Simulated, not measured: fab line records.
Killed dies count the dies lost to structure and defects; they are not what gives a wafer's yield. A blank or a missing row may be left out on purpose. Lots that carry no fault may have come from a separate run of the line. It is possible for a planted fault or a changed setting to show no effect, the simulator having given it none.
Which tool is to blame? -- flow rit-cmos -- Sampling: 13 lots, 39 wafers, 2 of 202 route steps

== WHAT EACH GAUGE READ, for each wafer ==
RIT_SPACER_THK_MEAS_04. Usual: for SPACER_NITRIDE_THK the level is 250.5 nm and the standard deviation is 2.5.
lot,measured,on,SPACER_NITRIDE_THK (nm),flag
L288,day 3 02:32,film-metro-04,254.5 254.1 254.9,
L289,day 3 09:32,film-metro-01,250.1 249.7 248.3,
L291,day 3 16:20,film-metro-04,249.3 247.4 248.2,
L292,day 4 05:27,film-metro-01,248.7 251.3 249.0,
L294,day 4 11:14,film-metro-04,249.2 246.9 250.2,
L295,day 4 15:09,film-metro-04,251.2 250.6 250.9,
L296,day 5 01:02,film-metro-01,251.5 252.9 251.7,
L298,day 5 07:02,film-metro-03,254.8 257.2 253.0,
L299,day 5 11:34,film-metro-01,249.7 249.5 248.5,
L301,day 5 21:01,film-metro-03,253.4 255.1 250.8,
L307,day 7 03:58,film-metro-01,420.1 421.9 419.5,OFF
L308,day 7 09:51,film-metro-03,250.4 252.7 251.3,
L310,day 7 22:58,film-metro-01,251.4 254.7 252.5,

== TOOL THAT RAN EACH LOT (tool first, then ch and the chambers of the sampled wafers, then the start) ==
lot,RIT_SPACER_CVD_03
L288,"lpcvd-01 ch 0, day 3 00:36"
L289,"lpcvd-01 ch 0, day 3 07:37"
L291,"lpcvd-01 ch 1, day 3 14:25"
L292,"lpcvd-02 ch 1, day 4 02:35"
L294,"lpcvd-01 ch 1, day 4 09:19"
L295,"lpcvd-02 ch 1, day 4 13:13"
L296,"lpcvd-01 ch 0, day 4 22:09"
L298,"lpcvd-02 ch 1, day 5 05:08"
L299,"lpcvd-02 ch 1, day 5 09:38"
L301,"lpcvd-02 ch 0, day 5 19:05"
L307,"lpcvd-01 ch 1, day 7 02:03"
L308,"lpcvd-02 ch 0, day 7 07:56"
L310,"lpcvd-02 ch 1, day 7 21:04"
- RIT_SPACER_CVD_03: deposits Si3N4 from SiH2Cl2/NH3, target thk 250 nm, time 3300 s.

== AS READ BY THE TOOLS THEMSELVES (means over the sampled wafers that have a number; for cases with no such wafer, the mark the record gives instead) ==
RIT_SPACER_CVD_03. Usual: sih2cl2-flow-sccm 59.99 sccm, standard deviation 0.21; spike-tc-centre-C 811.9 C, standard deviation 1.6; spike-tc-load-C 833.8 C, standard deviation 1.1; spike-tc-source-C 835.1 C, standard deviation 2; susceptor-temp-C 810.0 C, standard deviation 0.31.
lot,tool,sih2cl2-flow-sccm (sccm),spike-tc-centre-C (C),spike-tc-load-C (C),spike-tc-source-C (C),susceptor-temp-C (C),flag
L288,lpcvd-01,59.99,813.0,833.9,833.3,809.7,
L289,lpcvd-01,60.03,813.5,834.0,835.0,809.8,
L291,lpcvd-01,60.05,811.4,835.2,836.8,809.8,
L292,lpcvd-02,59.84,810.4,833.4,836.0,809.8,
L294,lpcvd-01,59.83,810.8,834.0,836.3,809.7,
L295,lpcvd-02,60.23,811.0,832.5,835.7,809.9,
L296,lpcvd-01,60.05,813.0,834.0,834.0,810.0,
L298,lpcvd-02,60.03,811.3,833.7,834.9,810.2,
L299,lpcvd-02,59.86,811.0,833.1,835.4,809.9,
L301,lpcvd-02,60.35,814.6,832.3,830.4,809.9,
L307,lpcvd-01,59.90,855.8,880.6,881.4,854.9,OFF
L308,lpcvd-02,59.90,815.0,831.4,830.4,810.1,
L310,lpcvd-02,60.21,810.7,833.9,834.3,810.2,

== THE ANSWER, worked out from the rows above alone ==
Rule: a lot is off if the mean of its wafers that have a number lies more than 3 standard deviations from the usual mean. A lot without any number at a reading at which 4 lots or more have one is off too. All remaining lots with rows at the step are treated as sound. First the gauges in route order, then the tools' own readings, where a lot's mean is used as printed above. The first step at which some lot is off is used, and at that step the reading that is off furthest; a lot without a number counts as furthest.
Off: L307, seen at RIT_SPACER_THK_MEAS_04 (SPACER_NITRIDE_THK).
If a tool, at a process step before that reading, ran all the lots that are off and no sound lot after the first of them, it fits. The gauges at RIT_SPACER_THK_MEAS_04 aren't tried: what is off there is off at RIT_SPACER_CVD_03 too, on other tools, and a gauge's error can't cause that. One fits: lpcvd-01 at RIT_SPACER_CVD_03. Its last sound lot is L296 (day 4 22:09), its first lot that is off L307 (day 7 02:03): a fault that began between those two fits.
The tool's own readings at RIT_SPACER_CVD_03 bear it out: on the lots that are off they differ by more than 5 times the standard deviation of the sound lots' means. spike-tc-centre-C reads 855.8 C there against 812.1 C on the sound lots; spike-tc-load-C reads 880.6 C there against 833.5 C on the sound lots; spike-tc-source-C reads 881.4 C there against 834.4 C on the sound lots; susceptor-temp-C reads 854.9 C there against 809.9 C on the sound lots.

== WHAT THE SIMULATOR HAD PUT IN ==
lpcvd-01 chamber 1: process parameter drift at RIT_SPACER_CVD_03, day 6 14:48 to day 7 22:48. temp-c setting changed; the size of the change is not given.
Lots struck among those shown: L307. The rule given above showed the same thing.
